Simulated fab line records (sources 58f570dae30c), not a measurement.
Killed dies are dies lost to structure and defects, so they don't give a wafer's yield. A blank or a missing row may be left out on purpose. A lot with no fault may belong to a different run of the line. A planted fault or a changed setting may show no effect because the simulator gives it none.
2 desks looking at one fault :: flow berkeleyCmos170 :: only its own numbers are on each desk; what lay behind them is given at the end

THE METROLOGY DESK
Means of the sampled wafers that have a number, per lot and without regard to the tool the lot ran on: this is what the gauges read. If a lot's mean is further than 4 standard deviations from the usual mean, the lot is out of limits and carries the mark OUT (the distance appears in the brackets).
Columns: A = GATE_OVL at UCB170_GATE_OVL_MEAS_13, usual 0 nm; B = cdNm at UCB170_PLDD_CD_MEAS_06, usual 1199.6 nm; C = NLDD_OVL at UCB170_NLDD_OVL_MEAS_07, usual 1 nm; D = NLDD_TW at UCB170_NLDD_TW_MEAS_11, usual 2205; E = NLDD_RS at UCB170_SDANNEAL_RS_MEAS_05, usual 617.1 ohm/sq
lot: L228
first seen here: day 7 03:58
A: -1
B: 1201.1
C: 2
D: 2207
E: 617.0

lot: L230
first seen here: day 7 12:29
A: -1
B: 1198.6
C: 4
D: 2170
E: 616.9

lot: L229
first seen here: day 7 12:44
A: -3
B: 1201.4
C: 1
D: 2169
E: 617.2

lot: L233
first seen here: day 8 02:05
A: -4
B: 1199.6
C: 10
D: 2203
E: 617.0

lot: L231
first seen here: day 8 02:37
A: -1
B: 1198.7
C: 3
D: 2218
E: 617.0

lot: L232
first seen here: day 8 02:44
A: -0
B: 1200.0
C: 3
D: 2059 (-6.6) OUT
E: 537.5 (-66) OUT

lot: L235
first seen here: day 8 17:41
A: -2
B: 1198.4
C: 1
D: 2214
E: 616.9

lot: L234
first seen here: day 8 17:52
A: 2
B: 1200.1
C: 2
D: 2101 (-4.7) OUT
E: 538.3 (-66) OUT

lot: L244
first seen here: day 10 11:47
A: -0
B: 1197.9
C: 3
D: 2213
E: 619.5

lot: L245
first seen here: day 11 00:42
A: 6
B: 1198.7
C: 3
D: 2197
E: 618.0

lot: L247
first seen here: day 11 01:23
A: -2
B: 1199.2
C: 1
D: 2238
E: 617.1

lot: L249
first seen here: day 11 15:43
A: 0
B: 1200.8
C: 3
D: 2231
E: 617.9

lot: L250
first seen here: day 11 15:59
A: 7
B: 1199.2
C: -2
D: 2236
E: 618.2

lot: L251
first seen here: day 11 16:29
A: -1
B: 1197.9
C: 3
D: 2192
E: 617.5
This desk reports L232, L234 out of limits; the earliest was L232 at day 8 07:46 (NLDD_TW at UCB170_NLDD_TW_MEAS_11). Within limits: L228, L230, L229, L233, L231, L235, L244, L245, L247, L249, L250, L251.

TOOL OWNER'S DESK, implanter-01
The tool's own readings at UCB170_NLDD_IMPLANT_09, given as means over the sampled wafers that have a number, one for each lot that went through this tool. If a lot's mean is further than 4 standard deviations from the usual mean, the lot is out of limits and carries the mark OUT (the distance appears in the brackets).
Columns: A = endStationPressureTorr at UCB170_NLDD_IMPLANT_09, usual 5.12e-06 Torr; B = rotationDeg at UCB170_NLDD_IMPLANT_09, usual 180.00 degrees; C = tiltDeg at UCB170_NLDD_IMPLANT_09, usual 6.997 degrees
lot: L229
first seen here: day 7 18:40
A: 5.10e-06
B: 179.98
C: 7.026

lot: L231
first seen here: day 8 06:41
A: 5.01e-06
B: 180.03
C: 6.967

lot: L232
first seen here: day 8 07:31
A: 5.09e-06
B: 180.00
C: -0.021 (-99 or more) OUT

lot: L234
first seen here: day 8 22:35
A: 5.16e-06
B: 180.00
C: -0.004 (-99 or more) OUT

lot: L251
first seen here: day 11 20:40
A: 5.09e-06
B: 180.01
C: 7.019
Finding of this desk: L232, L234 out of limits; the first was L232 at day 8 07:31, on tiltDeg at UCB170_NLDD_IMPLANT_09. Within limits: L229, L231, L251.

PUT TOGETHER
At day 8 07:31, on L232, L234, the tool owner's desk was in a position to raise an alarm.
On L232, L234, the metrology desk was in a position to raise an alarm at day 8 07:46.
UCB170_NLDD_IMPLANT_09 was run on implanter-01 by each of the lots named.

WHAT THE SIMULATOR HAD PUT IN
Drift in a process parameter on implanter-01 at UCB170_NLDD_IMPLANT_09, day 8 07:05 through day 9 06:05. Setting tiltDeg, moved by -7, from 7. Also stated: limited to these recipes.
Lots struck among those shown: L232, L234.
Counting hours from when the fault started, the first reading out of limits came at 0 for the tool owner's desk and at 1 for the metrology desk.
